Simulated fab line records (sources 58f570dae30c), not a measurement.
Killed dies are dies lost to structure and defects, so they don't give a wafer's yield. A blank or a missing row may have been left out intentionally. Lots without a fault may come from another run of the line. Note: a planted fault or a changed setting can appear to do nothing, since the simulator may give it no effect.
fab line records | flow berkeley-cmos170
record: lots: 7 wafers: 21 last-day: 11
route steps=331 shown NSD@193 BACKSIDE@199 SDANNEAL@204
lots with no fault: from the same line, run without faults
start-h: hours from the record's opening day to when the first of the lot's shown wafers began | wait-h: hours from the lot's prior step to this one | " as in the row above | L1.1+2: a single row standing in for several wafers | - value missing, or start not given | * or withheld: withheld | < > ~ a bound
route shown NAME@n: names a module that has steps shown in the file, with the first one's number in the route | usual: mean and standard deviation over wafers with no fault | same: alike in all rows | chamber/n: place in a boat | sites: the reading at each site | _std_site: standard deviation of those values | _edge_site: the outer-site mean with the inner-site mean subtracted | radius-mm: how far each site lies from the wafer's centre | mask NAME#n: copy n | behind: the last tool/chamber to shape the wafer | hold: the reason the lot was held/the length of the hold in hours/how it ended | device: names the non-switching transistor (n, p or np) | end of line: the same wafers' tests at the end of the route | a step without rows: its recipe alone | killed: count of dies lost to structure and defects at first sort (not the wafer's yield) | map: shows each die of a wafer: x if killed, . if not, _ if none is there
set.NAME: the setting as run; set.NAME@STEP: as run at that earlier step | model.NAME: the simulator's own value behind a step, which no gauge read
certain route steps with their lots: each step a table, each wafer a row
services: when a tool's chamber went out of use (start-h, in hours from the record's first day, below 0 if earlier), for how many hours, and the reason
== steps ==
step: UCB170_NSD_CD_MEAS_06
recipe: target-cd-nm: 1200
usual: cd-nm: 1200.1/1.5
columns lot.wafer tool chamber start-h wait-h cd-nm
L491.1 cd-sem-01 - 144.76 - 1202.9
L491.2 " - " " 1201.5
L491.3 " - " " 1199.8
L494.1 cd-sem-01 - 154.89 - 1200.1
L494.3 " - " " 1200.4
L494.4 " - " " 1200.9
L503.2 cd-sem-02 - 206.04 - 1197.0
L503.3 " - " " 1197.9
L503.4 " - " " 1197.7
L504.1 cd-sem-01 - 223.21 - 1198.2
L504.3 " - " " 1200.3
L504.6 " - " " 1198.9
L509.4 cd-sem-01 - 232.58 - 1200.4
L509.5 " - " " 1201.1
L509.6 " - " " 1199.4
L508.1 cd-sem-02 - 232.78 - 1199.4
L508.3 " - " " 1198.9
L508.6 " - " " 1200.2
L511.1 cd-sem-01 - 237.28 - 1199.6
L511.5 " - " " 1199.8
L511.6 " - " " 1197.7
step: UCB170_NSD_OVL_MEAS_07
usual: NSD_OVL: -1/5.6
columns lot.wafer tool chamber start-h wait-h NSD_OVL[nm]
L491.1 overlay-01 - 144.88 0.1 1
L491.2 " - " " 0
L491.3 " - " " 3
L494.1 overlay-02 - 155.01 0.1 -6
L494.3 " - " " -2
L494.4 " - " " -9
L503.2 overlay-01 - 206.15 0.1 -11
L503.3 " - " " -7
L503.4 " - " " -8
L504.1 overlay-02 - 223.33 0.1 5
L504.3 " - " " 2
L504.6 " - " " -1
L509.4 overlay-01 - 232.66 0.1 6
L509.5 " - " " 0
L509.6 " - " " 4
L508.1 overlay-02 - 232.90 0.1 5
L508.3 " - " " -4
L508.6 " - " " 4
L511.1 overlay-02 - 237.40 0.1 3
L511.5 " - " " 2
L511.6 " - " " -1
step: UCB170_NSD_IMPLANT_08
recipe: species: P dose-cm2: 3e+15 energy-kev: 40 tilt-deg: 7
step: UCB170_NSD_STRIP_09
recipe: chemistry: O2 power-w: 400 pressure-mtorr: 3500 platen-temp-c: withheld o2-flow-sccm: 400 overash-fraction: 0.5
usual: drypump-motor-current-A: 5.8/0.41 oes-product-au: 0.534/0.0048 strip-time-to-endpoint-s: 35.81/0.069
columns lot.wafer tool chamber start-h wait-h drypump-motor-current-A oes-product-au rf-hours-counter-h strip-time-to-endpoint-s
L491.1 plasma-asher-04 1 145.07 0.1 6.2 0.528 36 35.78
L491.2 " 0 " " 6.0 0.531 36 35.69
L491.3 " 1 " " 6.2 0.535 - 35.82
L494.1 plasma-asher-04 1 155.19 0.1 6.2 0.538 37 35.79
L494.3 " 1 " " 6.2 0.540 - 35.76
L494.4 " 0 " " 6.0 0.536 - 35.83
L503.2 plasma-asher-01 1 206.33 0.1 5.8 0.535 50 35.82
L503.3 " 0 " " 5.1 0.528 - 35.87
L503.4 " 1 " " 5.8 0.538 - 35.88
L504.1 plasma-asher-02 0 223.52 0.1 6.2 0.529 51 35.85
L504.3 " 1 " " 5.6 0.531 - 35.83
L504.6 " 0 " " 6.2 0.533 - 35.86
L509.4 plasma-asher-02 0 232.86 0.1 6.2 0.534 - 35.85
L509.5 " 0 " " 6.2 0.525 - 35.78
L509.6 " 1 " " 5.6 0.549 - 35.82
L508.1 plasma-asher-01 0 233.08 0.1 5.1 0.531 53 35.73
L508.3 " 1 " " 5.8 0.534 - 35.76
L508.6 " 0 " " 5.1 0.534 - 35.83
L511.1 plasma-asher-02 0 237.59 0.1 6.2 0.523 53 35.84
L511.5 " 1 " " 5.6 0.533 - 35.78
L511.6 " 0 " " 6.2 0.526 - 35.79
step: UCB170_NSD_TW_MEAS_10
usual: NSD_TW: 4168/24
columns lot.wafer tool chamber start-h wait-h NSD_TW
L491.1 film-metro-02 - 145.17 0.1 4141
L491.2 " - " " 4117
L491.3 " - " " 4154
L494.1 film-metro-03 - 155.29 0.1 4199
L494.3 " - " " 4199
L494.4 " - " " 4212
L503.2 film-metro-04 - 206.44 0.1 4155
L503.3 " - " " 4177
L503.4 " - " " 4149
L504.1 film-metro-02 - 223.62 0.1 4175
L504.3 " - " " 4154
L504.6 " - " " 4176
L509.4 film-metro-02 - 232.95 0.1 4162
L509.5 " - " " 4169
L509.6 " - " " 4174
L508.1 film-metro-04 - 233.18 0.1 4141
L508.3 " - " " 4134
L508.6 " - " " 4137
L511.1 film-metro-02 - 237.69 0.1 4167
L511.5 " - " " 4165
L511.6 " - " " 4171
step: UCB170_NSD_CLEAN_11
recipe: chemistry: SPM temp-c: 120 time-s: 600
step: UCB170_BACKSIDE_HMDS_00
recipe: prime-time-s: 60 prime-temp-c: 100
step: UCB170_BACKSIDE_COAT_01
recipe: resist: KrF spin-rpm: 1500 resist-thk-nm: 900
step: UCB170_BACKSIDE_SOFTBAKE_02
recipe: resist: KrF temp-c: 130 time-s: 60
step: UCB170_BACKSIDE_STRIP_03
recipe: chemistry: O2 power-w: 400 pressure-mtorr: 3500 platen-temp-c: withheld o2-flow-sccm: 400 overash-fraction: 0.5
usual: drypump-motor-current-A: 5.97/0.26 oes-product-au: 0.735/0.0044 strip-time-to-endpoint-s: 21.99/0.061
columns lot.wafer tool chamber start-h wait-h drypump-motor-current-A oes-product-au rf-hours-counter-h strip-time-to-endpoint-s
L491.1 plasma-asher-04 1 146.44 0.1 6.18 0.734 36 22.05
L491.2 " 0 " " 6.00 0.737 36 22.07
L491.3 " 0 " " 6.00 0.738 - 22.09
L494.1 plasma-asher-04 1 156.87 0.1 6.26 0.734 37 22.04
L494.3 " 1 " " 6.23 0.732 - 22.10
L494.4 " 0 " " 6.03 0.731 - 22.04
L503.2 plasma-asher-04 1 207.84 0.1 6.22 0.729 43 22.01
L503.3 " 1 " " 6.24 0.739 - 21.95
L503.4 " 0 " " 5.95 0.734 - 21.98
L504.1 plasma-asher-04 1 224.39 0.1 6.23 0.729 45 21.98
L504.3 " 0 " " 5.98 0.739 - 21.97
L504.6 " 1 " " 6.26 0.739 - 22.00
L509.4 plasma-asher-02 1 234.28 0.1 5.59 0.732 - 22.02
L509.5 " 0 " " 6.23 0.740 - 21.94
L509.6 " 1 " " 5.60 0.732 - 21.95
L508.1 plasma-asher-02 0 234.69 0.1 6.20 0.738 53 22.08
L508.3 " 0 " " 6.19 0.739 - 21.98
L508.6 " 1 " " 5.59 0.734 - 22.01
L511.1 plasma-asher-02 0 238.37 0.1 6.20 0.738 53 22.02
L511.5 " 1 " " 5.58 0.739 - 22.01
L511.6 " 0 " " 6.19 0.735 - 22.10
step: UCB170_BACKSIDE_CLEAN_04
recipe: chemistry: SPM temp-c: 120 time-s: 600
step: UCB170_SDANNEAL_RTA_00
recipe: temp-c: 900 time-s: 10 ambient: N2
usual: anneal-temp-c-max: 905.3/0.91 chamber-o2-ppm: 2.007/0.02 lamp-power-pct: 25/3.3 wafer_temp_C_max: 907.0/1.9
columns lot.wafer tool chamber start-h wait-h anneal-temp-c-max chamber-o2-ppm lamp-power-pct wafer_temp_C_max
L491.1 rtp-anneal-01 0 146.73 0.0 905.5 1.993 29 905.0
L491.2 " 0 " " 905.7 1.993 29 904.7
L491.3 " 0 " " 905.3 2.019 29 905.6
L494.1 rtp-anneal-02 0 157.15 0.0 905.2 2.024 22 909.5
L494.3 " 0 " " 907.1 1.972 22 906.8
L494.4 " 0 " " 904.6 1.989 22 906.5
L503.2 rtp-anneal-01 0 208.15 0.0 904.8 2.015 29 904.5
L503.3 " 0 " " 905.0 1.991 29 906.1
L503.4 " 0 " " 905.9 2.016 29 905.4
L504.1 rtp-anneal-02 0 224.70 0.0 904.1 2.001 22 909.2
L504.3 " 0 " " 906.0 2.033 22 907.3
L504.6 " 0 " " 906.7 2.019 22 908.4
L509.4 rtp-anneal-01 0 234.63 0.0 904.7 2.008 29 905.4
L509.5 " 0 " " 904.4 2.017 29 905.7
L509.6 " 0 " " 904.9 1.994 29 908.5
L508.1 rtp-anneal-01 0 234.97 0.0 905.4 2.034 29 905.4
L508.3 " 0 " " 904.5 1.990 29 906.1
L508.6 " 0 " " 905.6 2.000 29 905.4
L511.1 rtp-anneal-01 0 238.65 0.0 903.0 2.021 29 905.8
L511.5 " 0 " " 904.0 1.992 29 904.5
L511.6 " 0 " " 904.7 1.986 29 905.4
step: UCB170_SDANNEAL_RTA_01
recipe: temp-c: 1050 time-s: 5 ambient: N2
usual: anneal-temp-c-max: 1055.9/1 chamber-o2-ppm: 2.007/0.023 lamp-power-pct: 39/5.1 wafer_temp_C_max: 1058.2/2.2
columns lot.wafer tool chamber start-h wait-h anneal-temp-c-max chamber-o2-ppm lamp-power-pct wafer_temp_C_max
L491.1 rtp-anneal-01 0 146.80 0.1 1054.5 2.022 45 1056.2
L491.2 " 0 " " 1055.8 2.031 45 1055.7
L491.3 " 0 " " 1054.9 2.004 45 1055.3
L494.1 rtp-anneal-02 0 157.21 0.1 1055.4 2.028 34 1058.9
L494.3 " 0 " " 1055.7 2.009 34 1059.0
L494.4 " 0 " " 1056.2 2.010 34 1061.8
L503.2 rtp-anneal-01 - 208.22 0.1 - - - -
L503.3 " - " " - - - -
L503.4 " - " " - - - -
L504.1 rtp-anneal-02 - 224.77 0.1 - - - -
L504.3 " - " " - - - -
L504.6 " - " " - - - -
L509.4 rtp-anneal-01 - 234.69 0.1 - - - -
L509.5 " - " " - - - -
L509.6 " - " " - - - -
L508.1 rtp-anneal-01 0 235.04 0.1 1055.6 2.031 45 1056.4
L508.3 " 0 " " 1056.9 1.987 45 1055.7
L508.6 " 0 " " 1053.9 1.988 45 1055.8
L511.1 rtp-anneal-01 0 238.71 0.1 1054.9 2.042 45 1056.4
L511.5 " 0 " " 1055.3 2.052 45 1055.7
L511.6 " 0 " " 1055.0 2.017 45 1055.9
== services ==
columns tool chamber start-h hours kind
plasma-asher-02 - 207.21 2.6 repair
== key ==
first-sign: step: UCB170_SDANNEAL_RTA_01 reading: tool-record direction: missing
effect none on later readings
met-at UCB170_SDANNEAL_RTA_01
struck-wafers L503.2,L503.3,L503.4,L504.1,L504.3,L504.6,L509.4,L509.5,L509.6
later-rows-left-out L503.2,L503.3,L503.4,L504.1,L504.3,L504.6,L509.4,L509.5,L509.6
sort-left-out L503.2,L503.3,L503.4,L504.1,L504.3,L504.6,L509.4,L509.5,L509.6
tester-left-out L503,L504,L509
onset-between 157.21 208.22
fault: kind: skipped-step-whole tool: rtp-anneal-01,rtp-anneal-02 chamber: - onset-h: 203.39 steps: UCB170_SDANNEAL_RTA_01 scope: struck-lots-only
tester-left-out: of these lots the tester's yield and bins aren't shown, on N5 and GAA mostly nor the transistor test; their killed dies are dies lost to structure and defects alone, not to doping, threshold or leakage, so they don't give the yield
sort-left-out: the simulated sort isn't trusted on such a fault, so these wafers' sort isn't shown, and their yield isn't known
later-rows-left-out: the simulator's readings of these wafers behind a module that went badly wrong aren't trusted and aren't shown, but for the sort
